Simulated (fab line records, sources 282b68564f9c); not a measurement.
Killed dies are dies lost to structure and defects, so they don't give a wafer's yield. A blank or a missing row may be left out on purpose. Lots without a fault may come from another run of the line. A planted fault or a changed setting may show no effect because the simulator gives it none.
fab line records | flow rit_cmos
record lots=14 wafers=42 last_day=8
route steps=202 shown SDANNEAL@156 PSD@157 PLDD@159 SILICIDE@163 CONTACT@177
lots that met no fault: from a run of the same line without faults
start_h: hours from the record's first day to the start of the lot's first wafer shown | wait_h: hours since the lot's step before | " the same as in the row above | L1.1+2: a row that stands for several wafers | - no value, or no start given | * or withheld: withheld | < > ~ a bound
route shown NAME@n: a module of which the file shows steps, and the number in the route of the first | usual: mean/standard deviation of fault-free wafers | same: alike in all rows | chamber/n: place in a boat | sites: the reading at each site | _std_site: their standard deviation | _edge_site: outer sites' mean less inner sites' | radius_mm: how far each site lies from the wafer's centre | mask NAME#n: copy n | behind: the tool/chamber that last shaped the wafer | hold: why the lot was held/for how many hours/how that ended | device: the transistor (n, p or np) that didn't switch | end of line: the same wafers' tests at the end of the route | a step without rows: its recipe alone | killed: dies lost to structure and defects at the first sort, not the wafer's yield | map: a wafer's dies, x killed, . not, _ none there
set.NAME: the setting as run; set.NAME@STEP: as run at that earlier step | model.NAME: the simulator's own value behind a step, which no gauge read
steps of the route over a sample of lots; a table a step, a row a wafer
services: from which hour (start_h, from the record's first day; less than 0 if before it) a tool's chamber was out of use, for how many hours, and why
## steps
# step RIT_SDANNEAL_RTA_03
# recipe temp_c=1050 time_s=5 idle_temp_c=600 ramp_up_c_per_s=342 ramp_down_c_per_s=171 cool_to_c=600 ambient=N2
# usual wafer_temp_C_max=1053.6/1.2
# columns lot.wafer tool chamber start_h wait_h wafer_temp_C_max
L395.2 rtp_anneal-02 0 57.60 0.0 1053.7
L395.4 " 0 " " 1053.5
L395.6 " 0 " " 1054.8
L396.1 rtp_anneal-01 0 58.66 0.0 1053.5
L396.4 " 0 " " 1054.6
L396.6 " 0 " " 1054.1
L397.1 rtp_anneal-02 0 71.25 0.0 1054.8
L397.5 " 0 " " 1052.2
L397.6 " 0 " " 1053.2
L398.1 rtp_anneal-01 0 73.05 0.0 1056.8
L398.2 " 0 " " 1058.3
L398.3 " 0 " " 1053.1
L399.1 rtp_anneal-02 0 81.45 0.0 1054.4
L399.3 " 0 " " 1052.3
L399.5 " 0 " " 1054.6
L403.1 rtp_anneal-01 0 96.26 0.0 1055.7
L403.2 " 0 " " 1054.9
L403.4 " 0 " " 1052.5
L402.1 rtp_anneal-02 0 96.79 0.0 1052.7
L402.3 " 0 " " 1053.0
L402.4 " 0 " " 1055.1
L404.1 rtp_anneal-01 0 101.71 0.0 1043.1
L404.2 " 0 " " 1045.5
L404.4 " 0 " " 1043.1
L406.1 rtp_anneal-01 0 112.22 0.0 1044.9
L406.2 " 0 " " 1044.5
L406.4 " 0 " " 1044.4
L408.2 rtp_anneal-01 0 120.46 0.0 1046.7
L408.4 " 0 " " 1043.4
L408.5 " 0 " " 1044.8
L411.2 rtp_anneal-02 0 132.79 0.0 1053.9
L411.4 " 0 " " 1053.8
L411.5 " 0 " " 1054.0
L413.1 rtp_anneal-02 0 140.68 0.0 1051.5
L413.3 " 0 " " 1054.1
L413.6 " 0 " " 1054.1
L416.1 rtp_anneal-02 0 158.63 0.0 1052.6
L416.3 " 0 " " 1055.8
L416.5 " 0 " " 1052.1
L418.2 rtp_anneal-01 0 173.95 0.0 1052.7
L418.5 " 0 " " 1055.3
L418.6 " 0 " " 1052.9
# step RIT_SDANNEAL_RS_MEAS_04
# recipe thk_meas_gauge=four-point-probe
# usual PSD_RS=115.8/0.32
# columns lot.wafer tool chamber start_h wait_h PSD_RS[ohm/sq]
L395.2 film_metro-04 - 57.67 0.1 115.3
L395.4 " - " " 115.5
L395.6 " - " " 115.6
L396.1 film_metro-01 - 58.72 0.0 115.7
L396.4 " - " " 115.8
L396.6 " - " " 115.5
L397.1 film_metro-04 - 71.30 0.0 115.6
L397.5 " - " " 115.7
L397.6 " - " " 115.5
L398.1 film_metro-01 - 73.10 0.0 116.2
L398.2 " - " " 115.9
L398.3 " - " " 116.0
L399.1 film_metro-01 - 81.51 0.0 115.4
L399.3 " - " " 115.3
L399.5 " - " " 115.3
L403.1 film_metro-04 - 96.32 0.0 115.8
L403.2 " - " " 115.3
L403.4 " - " " 115.4
L402.1 film_metro-03 - 96.85 0.0 116.1
L402.3 " - " " 116.1
L402.4 " - " " 116.2
L404.1 film_metro-04 - 101.77 0.0 121.7
L404.2 " - " " 121.5
L404.4 " - " " 121.7
L406.1 film_metro-01 - 112.28 0.0 121.0
L406.2 " - " " 121.3
L406.4 " - " " 120.8
L408.2 film_metro-01 - 120.53 0.1 121.1
L408.4 " - " " 121.1
L408.5 " - " " 121.4
L411.2 film_metro-01 - 132.86 0.1 115.8
L411.4 " - " " 116.4
L411.5 " - " " 115.7
L413.1 film_metro-03 - 140.74 0.0 115.8
L413.3 " - " " 116.0
L413.6 " - " " 116.2
L416.1 film_metro-01 - 158.75 0.1 115.7
L416.3 " - " " 115.4
L416.5 " - " " 115.5
L418.2 film_metro-01 - 174.02 0.1 115.7
L418.5 " - " " 115.5
L418.6 " - " " 115.2
# step RIT_SDANNEAL_RS_MEAS_06
# recipe thk_meas_gauge=four-point-probe
# usual PLDD_RS=177.7/0.45
# columns lot.wafer tool chamber start_h wait_h PLDD_RS[ohm/sq]
L395.2 film_metro-04 - 57.91 0.1 177.6
L395.4 " - " " 177.2
L395.6 " - " " 177.3
L396.1 film_metro-01 - 58.96 0.1 177.9
L396.4 " - " " 178.1
L396.6 " - " " 178.0
L397.1 film_metro-04 - 71.54 0.1 177.2
L397.5 " - " " 177.9
L397.6 " - " " 177.8
L398.1 film_metro-01 - 73.34 0.1 177.4
L398.2 " - " " 177.2
L398.3 " - " " 177.3
L399.1 film_metro-01 - 81.75 0.1 176.9
L399.3 " - " " 177.7
L399.5 " - " " 177.4
L403.1 film_metro-04 - 96.56 0.1 177.4
L403.2 " - " " 177.1
L403.4 " - " " 177.7
L402.1 film_metro-03 - 97.09 0.1 177.5
L402.3 " - " " 177.5
L402.4 " - " " 177.7
L404.1 film_metro-04 - 102.01 0.1 183.6
L404.2 " - " " 183.4
L404.4 " - " " 183.6
L406.1 film_metro-01 - 112.52 0.1 182.7
L406.2 " - " " 182.4
L406.4 " - " " 182.9
L408.2 film_metro-01 - 120.77 0.1 183.0
L408.4 " - " " 182.7
L408.5 " - " " 182.2
L411.2 film_metro-01 - 133.10 0.1 178.3
L411.4 " - " " 178.3
L411.5 " - " " 178.4
L413.1 film_metro-03 - 140.98 0.1 177.5
L413.3 " - " " 177.8
L413.6 " - " " 178.5
L416.1 film_metro-01 - 158.99 0.1 178.1
L416.3 " - " " 178.1
L416.5 " - " " 178.0
L418.2 film_metro-01 - 174.26 0.1 178.2
L418.5 " - " " 177.8
L418.6 " - " " 177.7
# step RIT_SILICIDE_RS_MEAS_02
# recipe thk_meas_gauge=four-point-probe reads=Ti_of_SILICIDE_SPUTTER_01
# usual SILICIDE_TI_RS=47.3/0.54
# columns lot.wafer tool chamber start_h wait_h SILICIDE_TI_RS[ohm/sq]
L395.2 film_metro-02 - 58.31 0.1 47.2
L395.4 " - " " 47.7
L395.6 " - " " 47.8
L396.1 film_metro-04 - 59.36 0.1 47.5
L396.4 " - " " 47.7
L396.6 " - " " 47.3
L397.1 film_metro-02 - 71.95 0.1 48.0
L397.5 " - " " 48.6
L397.6 " - " " 47.3
L398.1 film_metro-02 - 73.75 0.1 46.9
L398.2 " - " " 46.9
L398.3 " - " " 47.0
L399.1 film_metro-02 - 82.16 0.1 47.0
L399.3 " - " " 47.5
L399.5 " - " " 47.8
L403.1 film_metro-02 - 96.96 0.1 46.1
L403.2 " - " " 46.8
L403.4 " - " " 46.8
L402.1 film_metro-04 - 97.49 0.1 47.2
L402.3 " - " " 46.8
L402.4 " - " " 46.8
L404.1 film_metro-01 - 102.42 0.1 47.0
L404.2 " - " " 47.5
L404.4 " - " " 47.6
L406.1 film_metro-02 - 112.93 0.1 48.6
L406.2 " - " " 48.2
L406.4 " - " " 47.6
L408.2 film_metro-04 - 121.19 0.1 46.4
L408.4 " - " " 46.9
L408.5 " - " " 47.1
L411.2 film_metro-02 - 133.52 0.1 46.7
L411.4 " - " " 47.2
L411.5 " - " " 47.6
L413.1 film_metro-01 - 141.38 0.1 46.9
L413.3 " - " " 46.8
L413.6 " - " " 46.3
L416.1 film_metro-04 - 159.39 0.1 46.6
L416.3 " - " " 46.5
L416.5 " - " " 46.8
L418.2 film_metro-04 - 174.67 0.1 47.3
L418.5 " - " " 47.9
L418.6 " - " " 47.7
# step RIT_SILICIDE_RTA_06
# recipe temp_c=750 time_s=10 idle_temp_c=25 ramp_up_s=5 ramp_down_s=10 cool_to_c=25 ambient=N2
# usual wafer_temp_C_max=753.5/1.1
# columns lot.wafer tool chamber start_h wait_h wafer_temp_C_max
L395.2 rtp_anneal-02 0 58.59 0.0 754.9
L395.4 " 0 " " 754.6
L395.6 " 0 " " 754.2
L396.1 rtp_anneal-01 0 59.65 0.0 752.5
L396.4 " 0 " " 752.4
L396.6 " 0 " " 752.0
L397.1 rtp_anneal-02 0 72.24 0.0 753.9
L397.5 " 0 " " 755.5
L397.6 " 0 " " 753.6
L398.1 rtp_anneal-01 0 74.04 0.0 752.6
L398.2 " 0 " " 752.1
L398.3 " 0 " " 753.8
L399.1 rtp_anneal-02 0 82.44 0.0 755.0
L399.3 " 0 " " 753.3
L399.5 " 0 " " 755.4
L403.1 rtp_anneal-02 0 97.25 0.0 753.8
L403.2 " 0 " " 755.0
L403.4 " 0 " " 753.5
L402.1 rtp_anneal-02 0 97.79 0.0 755.2
L402.3 " 0 " " 753.7
L402.4 " 0 " " 754.4
L404.1 rtp_anneal-01 0 102.70 0.0 753.5
L404.2 " 0 " " 751.8
L404.4 " 0 " " 752.5
L406.1 rtp_anneal-01 0 113.22 0.0 753.4
L406.2 " 0 " " 753.3
L406.4 " 0 " " 752.4
L408.2 rtp_anneal-01 0 121.47 0.0 753.0
L408.4 " 0 " " 752.9
L408.5 " 0 " " 752.7
L411.2 rtp_anneal-02 0 133.86 0.0 753.3
L411.4 " 0 " " 754.0
L411.5 " 0 " " 754.6
L413.1 rtp_anneal-02 0 141.67 0.0 756.0
L413.3 " 0 " " 753.9
L413.6 " 0 " " 754.0
L416.1 rtp_anneal-02 0 159.68 0.0 753.5
L416.3 " 0 " " 753.3
L416.5 " 0 " " 754.5
L418.2 rtp_anneal-01 0 174.96 0.0 752.5
L418.5 " 0 " " 752.7
L418.6 " 0 " " 752.4
# step RIT_CONTACT_OVL_MEAS_09
# usual CONTACT_OVL=0.2/1.6
# columns lot.wafer tool chamber start_h wait_h CONTACT_OVL[nm]
L395.2 overlay-01 - 59.97 0.1 -0.4
L395.4 " - " " 0.1
L395.6 " - " " -0.8
L396.1 overlay-02 - 60.91 0.1 0.9
L396.4 " - " " 2.5
L396.6 " - " " 0.1
L397.1 overlay-02 - 73.50 0.1 1.1
L397.5 " - " " 0.5
L397.6 " - " " 1.2
L398.1 overlay-01 - 75.36 0.1 1.1
L398.2 " - " " 1.8
L398.3 " - " " 1.7
L399.1 overlay-01 - 83.83 0.1 -3.3
L399.3 " - " " -3.5
L399.5 " - " " -3.0
L403.1 overlay-01 - 98.86 0.1 3.1
L403.2 " - " " 2.8
L403.4 " - " " 3.0
L402.1 overlay-02 - 99.18 0.1 -0.1
L402.3 " - " " -0.3
L402.4 " - " " 0.5
L404.1 overlay-02 - 104.14 0.1 -2.5
L404.2 " - " " -2.9
L404.4 " - " " -1.8
L406.1 overlay-02 - 114.83 0.1 0.6
L406.2 " - " " 1.8
L406.4 " - " " 0.3
L408.2 overlay-02 - 122.91 0.1 0.2
L408.4 " - " " -0.6
L408.5 " - " " 2.1
L411.2 overlay-01 - 135.17 0.1 -0.8
L411.4 " - " " -0.1
L411.5 " - " " -0.7
L413.1 overlay-01 - 142.93 0.1 -0.5
L413.3 " - " " 0.5
L413.6 " - " " 0.5
L416.1 overlay-02 - 161.00 0.1 -0.2
L416.3 " - " " 1.1
L416.5 " - " " 0.1
L418.2 overlay-01 - 176.22 0.1 0.1
L418.5 " - " " -2.3
L418.6 " - " " -1.7
## services
# columns tool chamber start_h hours kind
rtp_anneal-01 - 65.47 3.1 pm
rtp_anneal-02 - 154.06 4.2 pm
## key
first_sign step=RIT_SDANNEAL_RTA_03 reading=wafer_temp_C_max direction=down sigmas=7.4 usual=* struck=*
effect step=RIT_SDANNEAL_RS_MEAS_04 reading=PSD_RS direction=up sigmas=17 usual=115.8 struck=121.3
effect step=RIT_SDANNEAL_RS_MEAS_06 reading=PLDD_RS direction=up sigmas=12 usual=177.7 struck=183.0
met_at RIT_SDANNEAL_RTA_03
struck_lots L404,L406,L408
tester_left_out L404,L406,L408
not_acting_at RIT_SILICIDE_RS_MEAS_02,RIT_SILICIDE_RTA_06,RIT_CONTACT_OVL_MEAS_09
onset_between 96.26 101.71
fault kind=process_parameter_drift tool=rtp_anneal-01 chamber=- onset_h=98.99 steps=RIT_SDANNEAL_RTA_03 channel=temp_c offset=* shape=step end_h=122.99 acts_in=* stated=*
# tester_left_out: of these lots the tester's yield and bins aren't shown, on N5 and GAA mostly nor the transistor test; their killed dies are dies lost to structure and defects alone, not to doping, threshold or leakage, so they don't give the yield
